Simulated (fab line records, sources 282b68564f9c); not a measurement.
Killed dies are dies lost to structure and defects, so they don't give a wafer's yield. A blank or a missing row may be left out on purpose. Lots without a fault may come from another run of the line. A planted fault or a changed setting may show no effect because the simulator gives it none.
Which tool did it? | flow rit_cmos | 14 lots, 42 wafers sampled, at 5 steps of a route of 202

WHAT THE GAUGES READ, wafer by wafer
The record holds no reading of a measuring or inspecting step that can be judged against a usual standard deviation.

WHICH TOOL RAN EACH LOT (tool, then ch and the chambers of the sampled wafers, then the start)
lot  | RIT_NRETRO_STRIP_09                 | RIT_PRETRO_STRIP_09                 | RIT_GATE_OXIDATION_05        | RIT_NLDD_STRIP_09                   | RIT_M1_PROBE_99
L734 | plasma_asher-03 ch 0,1, day 2 08:33 | plasma_asher-03 ch 0, day 2 10:06   | furnace-01 ch 0, day 2 11:07 | plasma_asher-04 ch 0,1, day 2 22:47 | prober-02, day 3 14:28
L735 | plasma_asher-01 ch 0,1, day 2 14:15 | plasma_asher-01 ch 0,1, day 2 15:48 | furnace-04 ch 0, day 2 17:19 | plasma_asher-04 ch 0,1, day 3 02:51 | prober-01, day 3 18:35
L736 | plasma_asher-01 ch 0,1, day 2 17:20 | plasma_asher-03 ch 0,1, day 2 20:50 | furnace-04 ch 0, day 2 22:49 | plasma_asher-02 ch 0,1, day 3 10:03 | prober-02, day 4 01:41
L737 | plasma_asher-01 ch 0,1, day 2 22:16 | plasma_asher-01 ch 0,1, day 2 23:49 | furnace-04 ch 0, day 3 01:28 | plasma_asher-04 ch 0,1, day 3 10:41 | prober-01, day 4 03:11
L739 | plasma_asher-01 ch 0,1, day 3 08:18 | plasma_asher-01 ch 0,1, day 3 09:54 | furnace-03 ch 0, day 3 10:46 | plasma_asher-04 ch 0,1, day 3 20:57 | prober-01, day 4 12:55
L740 | plasma_asher-01 ch 0, day 3 13:27   | plasma_asher-01 ch 0, day 3 15:07   | furnace-01 ch 0, day 3 15:53 | plasma_asher-01 ch 0,1, day 4 01:13 | prober-02, day 4 16:43
L741 | plasma_asher-02 ch 0,1, day 3 17:28 | plasma_asher-04 ch 0,1, day 3 19:05 | furnace-04 ch 0, day 3 19:58 | plasma_asher-04 ch 0,1, day 4 05:59 | prober-01, day 4 21:14
L742 | plasma_asher-02 ch 0,1, day 4 01:59 | plasma_asher-04 ch 0,1, day 4 03:37 | furnace-04 ch 0, day 4 04:37 | plasma_asher-01 ch 0,1, day 4 14:04 | prober-02, day 5 06:49
L746 | plasma_asher-01 ch 0,1, day 4 19:27 | plasma_asher-01 ch 0,1, day 4 21:00 | furnace-01 ch 0, day 4 21:47 | plasma_asher-04 ch 0,1, day 5 07:40 | prober-02, day 5 23:25
L750 | plasma_asher-03 ch 0,1, day 5 15:42 | plasma_asher-03 ch 0,1, day 5 17:15 | furnace-01 ch 0, day 5 23:18 | plasma_asher-02 ch 0,1, day 6 13:00 | prober-02, day 7 04:13
L751 | plasma_asher-03 ch 1, day 5 21:04   | plasma_asher-04 ch 0, day 5 22:37   | furnace-01 ch 0, day 6 02:18 | plasma_asher-01 ch 1, day 6 13:17   | prober-01, day 7 05:43
L753 | plasma_asher-01 ch 0,1, day 6 14:49 | plasma_asher-01 ch 0, day 6 16:29   | furnace-04 ch 0, day 6 19:46 | plasma_asher-01 ch 0,1, day 7 07:04 | prober-01, day 7 22:11
L754 | plasma_asher-03 ch 0,1, day 6 18:10 | plasma_asher-03 ch 0,1, day 6 19:53 | furnace-03 ch 0, day 6 20:50 | plasma_asher-02 ch 0,1, day 7 07:11 | prober-02, day 7 23:38
L756 | plasma_asher-03 ch 0,1, day 6 22:32 | plasma_asher-04 ch 0,1, day 7 00:08 | furnace-04 ch 0, day 7 00:52 | plasma_asher-01 ch 0,1, day 7 15:17 | prober-02, day 8 06:45
- RIT_NRETRO_STRIP_09: strips in O2, time 180 s.
- RIT_PRETRO_STRIP_09: strips in O2, time 180 s.
- RIT_GATE_OXIDATION_05: target thk 3 nm, ox time 270 s.
- RIT_NLDD_STRIP_09: strips in O2, time 180 s.
- RIT_M1_PROBE_99

WHAT THE TOOLS THEMSELVES READ (means of the sampled wafers that have a number; where no wafer has one, the mark that the record gives instead)
RIT_NRETRO_STRIP_09.
lot  | tool            | chamber_pressure_mTorr (mTorr) | drypump_motor_current_A (A)
L734 | plasma_asher-03 | 4000                           | 6.10
L735 | plasma_asher-01 | 4001                           | 5.66
L736 | plasma_asher-01 | 3998                           | 5.67
L737 | plasma_asher-01 | 3995                           | 5.68
L739 | plasma_asher-01 | 4000                           | 5.67
L740 | plasma_asher-01 | 4000                           | 5.65
L741 | plasma_asher-02 | 4001                           | 5.80
L742 | plasma_asher-02 | 3998                           | 5.83
L746 | plasma_asher-01 | 4002                           | 5.65
L750 | plasma_asher-03 | 3996                           | 6.04
L751 | plasma_asher-03 | 4001                           | 5.97
L753 | plasma_asher-01 | 4000                           | 5.67
L754 | plasma_asher-03 | 4001                           | 6.04
L756 | plasma_asher-03 | 3996                           | 6.02

RIT_PRETRO_STRIP_09.
lot  | tool            | chamber_pressure_mTorr (mTorr) | drypump_motor_current_A (A)
L734 | plasma_asher-03 | 4001                           | 6.15
L735 | plasma_asher-01 | 4002                           | 5.65
L736 | plasma_asher-03 | 4002                           | 6.10
L737 | plasma_asher-01 | 4002                           | 5.66
L739 | plasma_asher-01 | 3998                           | 5.67
L740 | plasma_asher-01 | 3999                           | 5.63
L741 | plasma_asher-04 | 3998                           | 6.28
L742 | plasma_asher-04 | 3996                           | 6.29
L746 | plasma_asher-01 | 4001                           | 5.67
L750 | plasma_asher-03 | 4003                           | 6.09
L751 | plasma_asher-04 | 4000                           | 6.06
L753 | plasma_asher-01 | 4000                           | 5.64
L754 | plasma_asher-03 | 4000                           | 6.02
L756 | plasma_asher-04 | 4000                           | 6.29

RIT_GATE_OXIDATION_05.
lot  | tool       | spike_tc_centre_C (C) | spike_tc_source_C (C)
L734 | furnace-01 | 903.2                 | 923.4
L735 | furnace-04 | 902.9                 | 921.9
L736 | furnace-04 | 902.7                 | 921.0
L737 | furnace-04 | 902.4                 | 920.7
L739 | furnace-03 | 900.3                 | 922.9
L740 | furnace-01 | 904.2                 | 922.9
L741 | furnace-04 | 902.7                 | 921.3
L742 | furnace-04 | 901.3                 | 920.8
L746 | furnace-01 | 902.9                 | 924.0
L750 | furnace-01 | 903.5                 | 923.1
L751 | furnace-01 | 903.0                 | 922.7
L753 | furnace-04 | 902.0                 | 921.6
L754 | furnace-03 | 899.6                 | 921.9
L756 | furnace-04 | 902.1                 | 920.8

RIT_NLDD_STRIP_09.
lot  | tool            | chamber_pressure_mTorr (mTorr) | drypump_motor_current_A (A)
L734 | plasma_asher-04 | 4000                           | 6.28
L735 | plasma_asher-04 | 3999                           | 6.26
L736 | plasma_asher-02 | 4000                           | 5.81
L737 | plasma_asher-04 | 4005                           | 6.31
L739 | plasma_asher-04 | 3998                           | 6.16
L740 | plasma_asher-01 | 3999                           | 5.67
L741 | plasma_asher-04 | 3996                           | 6.30
L742 | plasma_asher-01 | 4000                           | 5.68
L746 | plasma_asher-04 | 3999                           | 6.15
L750 | plasma_asher-02 | 4000                           | 5.93
L751 | plasma_asher-01 | 4001                           | 5.70
L753 | plasma_asher-01 | 3999                           | 5.68
L754 | plasma_asher-02 | 4002                           | 5.82
L756 | plasma_asher-01 | 4002                           | 5.66

RIT_M1_PROBE_99.
lot  | tool      | killed_at_M0_to_M3 | killed_at_contacts | killed_at_front_end | killed_dies | killed_on_rim | killed_open | killed_short
L734 | prober-02 | 0.0                | 0.0                | 7.0                 | 7.0         | 1.7           | 4.3         | 2.7
L735 | prober-01 | 0.3                | 0.0                | 6.0                 | 6.3         | 2.3           | 1.7         | 4.3
L736 | prober-02 | 0.0                | 0.0                | 5.7                 | 5.7         | 1.0           | 2.0         | 3.7
L737 | prober-01 | 0.0                | 0.0                | 7.0                 | 7.0         | 1.0           | 3.7         | 3.3
L739 | prober-01 | 0.0                | 0.0                | 9.0                 | 9.0         | 2.7           | 4.3         | 4.7
L740 | prober-02 | 0.0                | 0.3                | 8.7                 | 9.0         | 2.3           | 4.0         | 5.0
L741 | prober-01 | 0.0                | 0.0                | 6.7                 | 6.7         | 2.3           | 3.0         | 3.3
L742 | prober-02 | 0.0                | 0.3                | 3.7                 | 4.0         | 1.3           | 2.3         | 1.7
L746 | prober-02 | 0.0                | 0.0                | 7.3                 | 7.3         | 2.0           | 3.7         | 3.7
L750 | prober-02 | 0.0                | 0.0                | 107.3               | 107.3       | 29.7          | 3.0         | 3.7
L751 | prober-01 | 0.0                | 0.0                | 114.7               | 114.7       | 29.0          | 2.7         | 1.7
L753 | prober-01 | 0.0                | 0.3                | 6.0                 | 6.3         | 1.7           | 2.7         | 3.7
L754 | prober-02 | 0.0                | 0.0                | 4.0                 | 4.0         | 1.7           | 2.3         | 1.7
L756 | prober-02 | 0.0                | 0.0                | 6.7                 | 6.7         | 2.3           | 3.0         | 3.7

THE ANSWER, worked out from the rows above alone
Rule: what is usual is taken from the lots themselves. Put in order of their means at a reading, lots are off if they are a third of the lots or fewer, leave a main group of 4 or more, and stand apart from it by a gap of 3 or more times the standard deviation of the main group's means; of several such gaps the widest counts. A main group whose means are all the same, to the digits that the tables above print for the reading, isn't used. A lot without any number at a reading at which 4 lots or more have one is off too. The other lots that the step has rows for count as sound. The gauges are gone through in route order, then the tools' own readings, and for those a lot's mean is taken as printed above. The first step at which some lot is off is used, and at that step the reading that is off furthest; a lot without a number counts as furthest.
Off: L750, L751, at RIT_M1_PROBE_99 (killed_dies). The main group: mean 6.6, standard deviation 1.5.
A tool fits if, at that step or a process step before it, it ran every lot that is off, and no sound lot after the first of them. One fits: furnace-01 at RIT_GATE_OXIDATION_05. Its last sound lot is L746 (day 4 21:47), its first lot that is off L750 (day 5 23:18): a fault that began between those two fits.

WHAT THE SIMULATOR HAD PUT IN
Chamber particle source: furnace-01, from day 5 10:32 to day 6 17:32, at RIT_GATE_OXIDATION_05. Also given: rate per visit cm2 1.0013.
Lots struck among those shown: L750, L751. The rule above found the same.
